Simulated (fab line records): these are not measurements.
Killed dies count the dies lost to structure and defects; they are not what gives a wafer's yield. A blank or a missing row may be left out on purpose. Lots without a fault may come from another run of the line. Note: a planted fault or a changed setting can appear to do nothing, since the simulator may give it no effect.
Split-lot experiment :: flow berkeley-cmos170 :: 23 wafers read from 5 lots, route of 331 steps

ON THE SPLIT
At UCB170_M1_COAT_04 (resist thk 900 nm), the setting spin-rpm was moved away from the recipe's 1500 rpm on 7 of the 23 wafers read, by -4.6% to +4.3%. The other wafers ran this setting at the recipe's value.

Reading taken at the split's own step.

THE READING
KrF_of_M1_COAT_04.thk-nm (the simulator's own value, which no gauge read), in nm, at UCB170_M1_COAT_04 (resist thk 900 nm). The file gives no usual value for it. Here, 16 wafers ran the recipe; their average is 902.2 nm with a standard deviation of 2.3 nm.

wafer: L076.3
tool, chamber at the split: litho-track-03, 0
spin-rpm as run, rpm: 1500
against the recipe: recipe
KrF_of_M1_COAT_04.thk-nm, nm: 904.3
against lot-mates on the recipe: -

wafer: L076.5
tool, chamber at the split: litho-track-03, 0
spin-rpm as run, rpm: 1500
against the recipe: recipe
KrF_of_M1_COAT_04.thk-nm, nm: 905.9
against lot-mates on the recipe: -

wafer: L076.6
tool, chamber at the split: litho-track-03, 0
spin-rpm as run, rpm: 1500
against the recipe: recipe
KrF_of_M1_COAT_04.thk-nm, nm: 902.6
against lot-mates on the recipe: -

wafer: L077.1
tool, chamber at the split: litho-track-04, 0
spin-rpm as run, rpm: 1500
against the recipe: recipe
KrF_of_M1_COAT_04.thk-nm, nm: 901.6
against lot-mates on the recipe: -

wafer: L077.2
tool, chamber at the split: litho-track-04, 0
spin-rpm as run, rpm: 1460
against the recipe: -2.7%
KrF_of_M1_COAT_04.thk-nm, nm: 909.3
against lot-mates on the recipe: +5.9

wafer: L077.3
tool, chamber at the split: litho-track-04, 0
spin-rpm as run, rpm: 1460
against the recipe: -2.7%
KrF_of_M1_COAT_04.thk-nm, nm: 911
against lot-mates on the recipe: +7.6

wafer: L077.5
tool, chamber at the split: litho-track-04, 0
spin-rpm as run, rpm: 1500
against the recipe: recipe
KrF_of_M1_COAT_04.thk-nm, nm: 902.6
against lot-mates on the recipe: -

wafer: L077.6
tool, chamber at the split: litho-track-04, 0
spin-rpm as run, rpm: 1500
against the recipe: recipe
KrF_of_M1_COAT_04.thk-nm, nm: 905.9
against lot-mates on the recipe: -

wafer: L078.1
tool, chamber at the split: litho-track-01, 0
spin-rpm as run, rpm: 1564
against the recipe: +4.3%
KrF_of_M1_COAT_04.thk-nm, nm: 879.4
against lot-mates on the recipe: -18.9

wafer: L078.3
tool, chamber at the split: litho-track-01, 0
spin-rpm as run, rpm: 1500
against the recipe: recipe
KrF_of_M1_COAT_04.thk-nm, nm: 897.7
against lot-mates on the recipe: -

wafer: L078.4
tool, chamber at the split: litho-track-01, 0
spin-rpm as run, rpm: 1564
against the recipe: +4.3%
KrF_of_M1_COAT_04.thk-nm, nm: 878.5
against lot-mates on the recipe: -19.8

wafer: L078.5
tool, chamber at the split: litho-track-01, 0
spin-rpm as run, rpm: 1564
against the recipe: +4.3%
KrF_of_M1_COAT_04.thk-nm, nm: 879
against lot-mates on the recipe: -19.2

wafer: L078.6
tool, chamber at the split: litho-track-01, 0
spin-rpm as run, rpm: 1500
against the recipe: recipe
KrF_of_M1_COAT_04.thk-nm, nm: 898.8
against lot-mates on the recipe: -

wafer: L080.1
tool, chamber at the split: litho-track-04, 0
spin-rpm as run, rpm: 1500
against the recipe: recipe
KrF_of_M1_COAT_04.thk-nm, nm: 899.8
against lot-mates on the recipe: -

wafer: L080.2
tool, chamber at the split: litho-track-04, 0
spin-rpm as run, rpm: 1500
against the recipe: recipe
KrF_of_M1_COAT_04.thk-nm, nm: 903.9
against lot-mates on the recipe: -

wafer: L080.3
tool, chamber at the split: litho-track-04, 0
spin-rpm as run, rpm: 1500
against the recipe: recipe
KrF_of_M1_COAT_04.thk-nm, nm: 904.4
against lot-mates on the recipe: -

wafer: L080.4
tool, chamber at the split: litho-track-04, 0
spin-rpm as run, rpm: 1500
against the recipe: recipe
KrF_of_M1_COAT_04.thk-nm, nm: 901.8
against lot-mates on the recipe: -

wafer: L080.5
tool, chamber at the split: litho-track-04, 0
spin-rpm as run, rpm: 1500
against the recipe: recipe
KrF_of_M1_COAT_04.thk-nm, nm: 903
against lot-mates on the recipe: -

wafer: L083.2
tool, chamber at the split: litho-track-03, 0
spin-rpm as run, rpm: 1500
against the recipe: recipe
KrF_of_M1_COAT_04.thk-nm, nm: 900.6
against lot-mates on the recipe: -

wafer: L083.3
tool, chamber at the split: litho-track-03, 0
spin-rpm as run, rpm: 1500
against the recipe: recipe
KrF_of_M1_COAT_04.thk-nm, nm: 903.1
against lot-mates on the recipe: -

wafer: L083.4
tool, chamber at the split: litho-track-03, 0
spin-rpm as run, rpm: 1431
against the recipe: -4.6%
KrF_of_M1_COAT_04.thk-nm, nm: 920.2
against lot-mates on the recipe: +19.0

wafer: L083.5
tool, chamber at the split: litho-track-03, 0
spin-rpm as run, rpm: 1500
against the recipe: recipe
KrF_of_M1_COAT_04.thk-nm, nm: 900
against lot-mates on the recipe: -

wafer: L083.6
tool, chamber at the split: litho-track-03, 0
spin-rpm as run, rpm: 1431
against the recipe: -4.6%
KrF_of_M1_COAT_04.thk-nm, nm: 921.7
against lot-mates on the recipe: +20.5

FIT RESULTS
A straight line over all 23 wafers: KrF_of_M1_COAT_04.thk-nm changes by -4.62 nm for each +1% of spin-rpm; r = -0.97; the points scatter about the line by 2.7 nm.
The same after taking each lot's own level away (the mean of its wafers on the recipe; 23 wafers): -4.19 nm for each +1%; r = -0.98; scatter 1.9 nm.
That fit puts the effect of the largest move of spin-rpm on the reading at 19 nm.
The span of the lots' own levels, 898.25 to 904.27 nm, comes to 2.6 times the standard deviation stated above.
So the lot-to-lot level changes the slope: the two fits differ.
Check: with one of the wafers moved furthest among these (-4.6%) left out of the fit, the line predicts +18.7 nm for it against its lot-mates. It came out at +19 nm against them.

ADDITIONAL SPLITS CARRIED BY THESE WAFERS
Before the reading, these wafers also passed through other splits. Each is held against what the fit with the lots' levels taken away leaves over:
other split on the same wafers: UCB170_NVT_IMPLANT_07 tilt-deg
wafers away from the commonest value: 8
r with KrF_of_M1_COAT_04.thk-nm (lot level and that fit taken away): -0.09

other split on the same wafers: UCB170_NLDD_COAT_01 resist-thk-nm
wafers away from the commonest value: 8
r with KrF_of_M1_COAT_04.thk-nm (lot level and that fit taken away): +0.20

other split on the same wafers: UCB170_NLDD_EXPOSE_03 dose-mj
wafers away from the commonest value: 5
r with KrF_of_M1_COAT_04.thk-nm (lot level and that fit taken away): -0.03

other split on the same wafers: UCB170_PSD_IMPLANT_08 dose-cm2
wafers away from the commonest value: 6
r with KrF_of_M1_COAT_04.thk-nm (lot level and that fit taken away): +0.28

other split on the same wafers: UCB170_NSD_COAT_01 spin-rpm
wafers away from the commonest value: 10
r with KrF_of_M1_COAT_04.thk-nm (lot level and that fit taken away): +0.28

other split on the same wafers: UCB170_CONTACT_CVD_01 time-s
wafers away from the commonest value: 10
r with KrF_of_M1_COAT_04.thk-nm (lot level and that fit taken away): +0.30

other split on the same wafers: UCB170_CONTACT_COAT_04 spin-rpm
wafers away from the commonest value: 7
r with KrF_of_M1_COAT_04.thk-nm (lot level and that fit taken away): -0.03

THE FILE'S OWN FIT
KrF_of_M1_COAT_04.thk-nm changes by -4.11 nm for each +1% of spin-rpm, r = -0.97.
